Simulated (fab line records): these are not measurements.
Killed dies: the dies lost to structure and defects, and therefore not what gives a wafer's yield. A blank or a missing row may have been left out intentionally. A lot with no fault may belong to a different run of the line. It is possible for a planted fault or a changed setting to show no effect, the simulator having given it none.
Split-lot experiment ; flow berkeleyCmos170 ; on a route of 331 steps: 5 lots, 23 wafers read

THE SPLIT ITSELF
At UCB170_V1_PEB_10, the setting pebTempC was moved away from the recipe's 130 C on 9 of the 23 wafers read, by +0.8% to +2.4%. This setting was run at the recipe's value on the other wafers.

FROM THE SPLIT TO THE READING: what the file shows between them, 4 steps
- UCB170_V1_DEVELOP_11: develop time 45 s
- UCB170_V1_CD_MEAS_12: target cd 700 nm
- UCB170_V1_ETCH_14: etches SiO2 in CHF3/CF4/Ar, stops on Al, target depth 1250 nm, time 291 s (also split here: timeS)
- UCB170_V1_STRIP_15: strips in O2

THE READING
At UCB170_V1_CD_MEAS_90: cdNm in nanometres, against a target cd of 700 nm. On this fab line, fault-free wafers typically give 700.2 nm with a standard deviation of 1.2 nm.

wafer;tool, chamber at the split;pebTempC as run, C;against the recipe;cdNm, nm;against lot-mates on the recipe
L075.1;lithoTrack-03, 0;130;recipe;702.3;-
L075.2;lithoTrack-03, 0;133.1;+2.4%;720.6;+18.8
L075.3;lithoTrack-03, 0;130;recipe;702.1;-
L075.4;lithoTrack-03, 0;130;recipe;701.1;-
L075.5;lithoTrack-03, 0;133.1;+2.4%;719.5;+17.7
L078.3;lithoTrack-03, 0;130;recipe;700.6;-
L078.5;lithoTrack-03, 0;130;recipe;699.9;-
L078.6;lithoTrack-03, 0;130;recipe;701.5;-
L079.2;lithoTrack-01, 0;130;recipe;700.2;-
L079.3;lithoTrack-01, 0;130;recipe;701.4;-
L079.4;lithoTrack-01, 0;131.6;+1.2%;709.4;+8.8
L079.5;lithoTrack-01, 0;131.6;+1.2%;711.0;+10.4
L079.6;lithoTrack-01, 0;130;recipe;700.2;-
L082.1;lithoTrack-01, 0;130;recipe;702.3;-
L082.2;lithoTrack-01, 0;132.1;+1.6%;713.8;+12.6
L082.3;lithoTrack-01, 0;130;recipe;701.2;-
L082.4;lithoTrack-01, 0;130;recipe;700.2;-
L082.5;lithoTrack-01, 0;132.1;+1.6%;713.0;+11.8
L084.2;lithoTrack-02, 0;131.1;+0.8%;706.0;+5.8
L084.3;lithoTrack-02, 0;130;recipe;699.8;-
L084.4;lithoTrack-02, 0;131.1;+0.8%;707.9;+7.6
L084.5;lithoTrack-02, 0;130;recipe;700.7;-
L084.6;lithoTrack-02, 0;131.1;+0.8%;708.3;+8.0

FIT RESULTS
A straight line over all 23 wafers: cdNm changes by +7.86 nm for each +1% of pebTempC; r = +0.99; the points scatter about the line by 0.87 nm.
The same after taking each lot's own level away (the mean of its wafers on the recipe; 23 wafers): +7.67 nm for each +1%; r = +0.99; scatter 0.76 nm.
That fit puts the effect of the largest move of pebTempC on the reading at 18 nm.
Across the lots, their own levels run from 700.25 to 701.83 nm, a range of 1.3 times the standard deviation given above.
The two slopes agree, so the slope changes little with the lot-to-lot level.
Check: for one of the wafers moved furthest among these (+2.4%), held out of the fit, the line's prediction against its lot-mates is +18.2 nm. Against them it came out at +18.8 nm.

THE OTHER SPLITS THESE WAFERS WENT THROUGH
Other splits were also applied to these wafers ahead of the reading. Each is held against what the fit with the lots' levels taken away leaves over:
other split on the same wafers;wafers away from the commonest value;r with cdNm (lot level and that fit taken away)
UCB170_CONTACT_COAT_10 spinRpm;7;+0.12
UCB170_CONTACT_ETCH_17 pressureMtorr;18;-0.09
UCB170_M1_COAT_04 resistThkNm;5;-0.19
UCB170_V1_ETCH_14 timeS;8;+0.21

THE WHOLE CHAIN: every reading that the file lists as answering this split, in the file's order
step;what it does;reading;change (the file's fit);r (the file's)
UCB170_V1_CD_MEAS_12;target cd 700 nm;cdNm;+7.67 nm for each +1% of the setting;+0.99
UCB170_V1_ETCH_14;etches SiO2 in CHF3/CF4/Ar, stops on Al, target depth 1250 nm, time 291 s;V1.cdNm (the simulator's own value, which no gauge read);+7.65 nm for each +1% of the setting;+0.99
UCB170_V1_CD_MEAS_90;target cd 700 nm;cdNm;+7.67 nm for each +1% of the setting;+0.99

FILE'S OWN FIT
cdNm changes by +7.67 nm for each +1% of pebTempC, r = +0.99.
